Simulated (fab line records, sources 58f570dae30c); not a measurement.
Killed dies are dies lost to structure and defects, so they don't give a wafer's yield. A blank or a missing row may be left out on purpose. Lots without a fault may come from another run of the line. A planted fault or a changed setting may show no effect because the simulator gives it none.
One fault seen from 2 desks | flow berkeley_cmos170 | each desk has only its own numbers; what lay behind them comes last

THE TOOL OWNER'S DESK: rtp_anneal-01
The tool's own readings at UCB170_SILICIDE_RTA_04 (time 15 s): means of the sampled wafers that have a number, for each lot that ran on this tool. A lot is out of limits, marked OUT, if its mean lies more than 4 standard deviations from the usual mean; the brackets give that distance.
Columns: A = chamber_o2_ppm at UCB170_SILICIDE_RTA_04, usual 2.000; B = lamp_power_pct at UCB170_SILICIDE_RTA_04, usual 12.9 %; C = wafer_temp_C_max at UCB170_SILICIDE_RTA_04, usual 652.2
lot  | first seen here | A                        | B    | C
L262 | day 10 05:26    | 2.013                    | 12.6 | 653.0
L265 | day 10 05:51    | 62.006 (+99 or more) OUT | 12.6 | 652.8
L267 | day 10 21:12    | 62.011 (+99 or more) OUT | 12.6 | 653.5
L270 | day 10 21:58    | 61.993 (+99 or more) OUT | 12.5 | 652.5
This desk's finding: out of limits on L265, L267, L270; first on L265, day 10 05:51 (chamber_o2_ppm at UCB170_SILICIDE_RTA_04). In limits: L262.

THE METROLOGY DESK
What the gauges read, lot by lot, whatever tool the lot ran on: means of the sampled wafers that have a number. A lot is out of limits, marked OUT, if its mean lies more than 4 standard deviations from the usual mean; the brackets give that distance.
Columns: A = PSD_RS at UCB170_SDANNEAL_RS_MEAS_02, usual 74.46 ohm/sq; B = NSD_RS at UCB170_SDANNEAL_RS_MEAS_03, usual 37.28 ohm/sq; C = PLDD_RS at UCB170_SDANNEAL_RS_MEAS_04, usual 1032.3 ohm/sq; D = NLDD_RS at UCB170_SDANNEAL_RS_MEAS_05, usual 618.5 ohm/sq; E = SILICIDE_TI_RS at UCB170_SILICIDE_RS_MEAS_02, usual 24.8 ohm/sq; F = SILICIDE_TI_THK at UCB170_SILICIDE_THK_MEAS_03, usual 31.6 nm
lot  | first seen here | A     | B     | C      | D     | E    | F
L252 | day 7 19:37     | 74.53 | 37.38 | 1026.8 | 619.5 | 25.3 | 30.9
L262 | day 10 04:35    | 74.55 | 37.33 | 1036.0 | 616.4 | 24.9 | 31.7
L265 | day 10 05:07    | 74.54 | 37.30 | 1030.9 | 617.3 | 24.9 | 31.5
L267 | day 10 20:18    | 74.36 | 37.44 | 1029.3 | 619.4 | 25.4 | 31.1
L268 | day 10 20:49    | 74.49 | 37.25 | 1030.4 | 619.4 | 25.2 | 31.2
L270 | day 10 21:12    | 74.14 | 37.21 | 1033.2 | 618.0 | 24.7 | 31.9
L272 | day 11 14:15    | 73.90 | 37.25 | 1032.2 | 618.6 | 24.6 | 31.8
This desk's finding: nothing out of limits on any of the 7 lots.

PUT TOGETHER
The tool owner's desk could have raised an alarm at day 10 05:51, on L265, L267, L270.
The metrology desk saw nothing out of limits.
The metrology desk has L265, L267, L270 on record, within its limits.
Of the lots named, all ran UCB170_SILICIDE_RTA_04 on rtp_anneal-01.

WHAT THE SIMULATOR HAD PUT IN
Process parameter drift: rtp_anneal-01, from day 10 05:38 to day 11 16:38, at UCB170_SILICIDE_RTA_04. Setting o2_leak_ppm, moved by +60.
Lots struck among those shown: L265, L267, L270.
Hours from the fault's start to each desk's first reading out of limits: the tool owner's desk, 0.
